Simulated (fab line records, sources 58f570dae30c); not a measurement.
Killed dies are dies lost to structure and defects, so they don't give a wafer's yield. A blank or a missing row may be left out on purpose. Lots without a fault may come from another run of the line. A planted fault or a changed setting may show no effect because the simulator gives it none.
Which tool did it? | flow berkeley_cmos170 | 14 lots, 42 wafers sampled, at 4 steps of a route of 331

WHAT THE GAUGES READ, wafer by wafer
UCB170_V1_THK_MEAS_04.
lot  | measured     | on            | V1_POLISHED_THK (nm)
L361 | day 7 02:05  | film_metro-04 | 999.0 999.4 998.0
L362 | day 7 17:28  | film_metro-02 | 999.1 999.7 998.9
L364 | day 8 13:52  | film_metro-02 | 1000.2 999.5 1000.4
L368 | day 8 13:52  | film_metro-01 | 1001.6 1000.3 1001.5
L367 | day 8 14:11  | film_metro-01 | 1001.8 999.7 1001.9
L371 | day 9 00:18  | film_metro-02 | 1001.3 1000.8 999.9
L369 | day 9 00:36  | film_metro-04 | 1002.0 1000.9 1001.7
L366 | day 9 03:08  | film_metro-02 | 1000.3 998.8 999.5
L378 | day 10 09:17 | film_metro-01 | 1001.1 999.8 1001.4
L377 | day 10 09:35 | film_metro-04 | 998.6 1000.6 1000.0
L379 | day 11 02:02 | film_metro-01 | 999.4 998.1 998.5
L381 | day 11 11:54 | film_metro-02 | 1000.1 1000.6 998.8
L383 | day 11 12:12 | film_metro-01 | 1000.4 1001.6 1000.7
L384 | day 12 00:10 | film_metro-02 | 1002.3 1000.8 1000.2

UCB170_M2_THK_MEAS_03: measures by xrf.
lot  | measured     | on            | M2_AL_THK (nm)
L361 | day 7 05:30  | film_metro-04 | 858 869 863
L362 | day 7 20:37  | film_metro-02 | 882 873 869
L364 | day 8 16:18  | film_metro-04 | 884 875 889
L368 | day 8 16:04  | film_metro-02 | 860 863 863
L367 | day 8 16:47  | film_metro-02 | 849 849 855
L371 | day 9 05:22  | film_metro-03 | 872 863 854
L369 | day 9 05:06  | film_metro-04 | 875 876 878
L366 | day 9 07:18  | film_metro-03 | 860 850 867
L378 | day 10 12:30 | film_metro-04 | 835 846 845
L377 | day 10 13:01 | film_metro-03 | 886 877 885
L379 | day 11 04:05 | film_metro-04 | 866 873 871
L381 | day 11 14:45 | film_metro-03 | 870 866 880
L383 | day 11 14:59 | film_metro-04 | 877 872 861
L384 | day 12 02:19 | film_metro-04 | 868 870 877

UCB170_M2_CD_MEAS_90: target cd 700 nm.
lot  | measured     | on        | cd_nm (nm)
L361 | day 7 08:39  | cd_sem-02 | 702.8 700.4 700.8
L362 | day 7 23:14  | cd_sem-02 | 704.4 701.7 702.7
L364 | day 8 21:06  | cd_sem-02 | 701.0 703.0 699.5
L368 | day 8 19:35  | cd_sem-01 | 700.8 699.9 700.8
L367 | day 8 21:23  | cd_sem-02 | 698.8 697.4 701.7
L371 | day 9 09:56  | cd_sem-01 | 706.5 703.0 702.7
L369 | day 9 09:28  | cd_sem-01 | 696.0 698.0 698.0
L366 | day 9 10:32  | cd_sem-02 | 701.7 702.6 703.9
L378 | day 10 15:11 | cd_sem-02 | 697.1 697.2 697.7
L377 | day 10 15:49 | cd_sem-02 | 702.3 702.4 706.5
L379 | day 11 06:13 | cd_sem-01 | 695.8 698.8 698.2
L381 | day 11 17:14 | cd_sem-02 | 707.0 703.4 704.6
L383 | day 11 17:29 | cd_sem-02 | 700.0 698.7 699.1
L384 | day 12 04:34 | cd_sem-01 | 700.9 699.0 699.3

WHICH TOOL RAN EACH LOT (tool, then ch and the chambers of the sampled wafers, then the start)
lot  | UCB170_M2_ETCH_17
L361 | rie_diel-01 ch 0,1,2, day 7 08:18
L362 | rie_diel-04 ch 2,3, day 7 22:53
L364 | rie_diel-04 ch 1,2,3, day 8 20:35
L368 | rie_diel-02 ch 2,3, day 8 19:16
L367 | rie_diel-01 ch 0,1,3, day 8 21:02
L371 | rie_diel-01 ch 0,1,2, day 9 09:13
L369 | rie_diel-04 ch 0,1, day 9 09:06
L366 | rie_diel-04 ch 0,1,2, day 9 10:13
L378 | rie_diel-01 ch 0,1, day 10 14:50
L377 | rie_diel-02 ch 0,3, day 10 15:29
L379 | rie_diel-01 ch 0,3, day 11 05:53
L381 | rie_diel-01 ch 0,1,2, day 11 16:55
L383 | rie_diel-02 ch 0,3, day 11 17:10
L384 | rie_diel-02 ch 0,2,3, day 12 04:12
- UCB170_M2_ETCH_17: etches BARC in N2/H2.

WHAT THE TOOLS THEMSELVES READ (means of the sampled wafers that have a number; where no wafer has one, the mark that the record gives instead)
UCB170_M2_ETCH_17.
lot  | tool        | bias_w (W) | drypump_motor_current_A (A) | n2_flow_sccm (sccm) | oes_product_au (a.u.) | rf_fwd_power_W (W) | throttle_valve_pct (%)
L361 | rie_diel-01 | 99.97      | 5.6                         | 100.2               | 1.008                 | 494.0              | 13.10
L362 | rie_diel-04 | 99.63      | 6.2                         | 100.0               | 1.041                 | 495.0              | 12.83
L364 | rie_diel-04 | 99.89      | 5.8                         | 100.2               | 1.024                 | 494.9              | 12.92
L368 | rie_diel-02 | 100.09     | 5.7                         | 100.0               | 0.984                 | 496.5              | 13.13
L367 | rie_diel-01 | 100.07     | 5.8                         | 100.1               | 1.008                 | 493.7              | 13.17
L371 | rie_diel-01 | 99.98      | 5.6                         | 100.0               | 1.002                 | 494.6              | 13.10
L369 | rie_diel-04 | 104.70     | 5.3                         | 100.2               | 1.025                 | 495.4              | 13.16
L366 | rie_diel-04 | 104.52     | 5.7                         | 100.0               | 1.043                 | 496.4              | 13.06
L378 | rie_diel-01 | 99.94      | 5.7                         | 100.1               | 1.007                 | 494.7              | 13.23
L377 | rie_diel-02 | 99.90      | 5.5                         | 100.3               | 1.000                 | 497.3              | 13.01
L379 | rie_diel-01 | 100.13     | 5.8                         | 100.2               | 1.013                 | 496.7              | 13.30
L381 | rie_diel-01 | 100.04     | 5.6                         | 100.3               | 1.012                 | 494.3              | 13.09
L383 | rie_diel-02 | 100.11     | 5.4                         | 99.9                | 1.017                 | 498.3              | 13.07
L384 | rie_diel-02 | 100.30     | 5.5                         | 100.2               | 0.996                 | 495.7              | 13.10

THE ANSWER, worked out from the rows above alone
Rule: what is usual is taken from the lots themselves. Put in order of their means at a reading, lots are off if they are a third of the lots or fewer, leave a main group of 4 or more, and stand apart from it by a gap of 3 or more times the standard deviation of the main group's means; of several such gaps the widest counts. A main group whose means are all the same, to the digits that the tables above print for the reading, isn't used. A lot without any number at a reading at which 4 lots or more have one is off too. The other lots that the step has rows for count as sound. The gauges are gone through in route order, then the tools' own readings, and for those a lot's mean is taken as printed above. The first step at which some lot is off is used, and at that step the reading that is off furthest; a lot without a number counts as furthest.
Off: L369, L366, at UCB170_M2_ETCH_17 (bias_w). The main group: mean 100.00 W, standard deviation 0.16.
A tool fits if, at that step or a process step before it, it ran every lot that is off, and no sound lot after the first of them. One fits: rie_diel-04 at UCB170_M2_ETCH_17. Its last sound lot is L364 (day 8 20:35), its first lot that is off L369 (day 9 09:06): a fault that began between those two fits.
The tool's own readings at UCB170_M2_ETCH_17 bear it out: on the lots that are off they differ by more than 5 times the standard deviation of the sound lots' means. bias_w reads 104.61 W there against 100.00 W on the sound lots.

WHAT THE SIMULATOR HAD PUT IN
Process parameter drift: rie_diel-04, from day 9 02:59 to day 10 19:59, at UCB170_M2_ETCH_17. Setting bias_w, moved by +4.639, from 100. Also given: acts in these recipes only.
Lots struck among those shown: L369, L366. The rule above found the same.
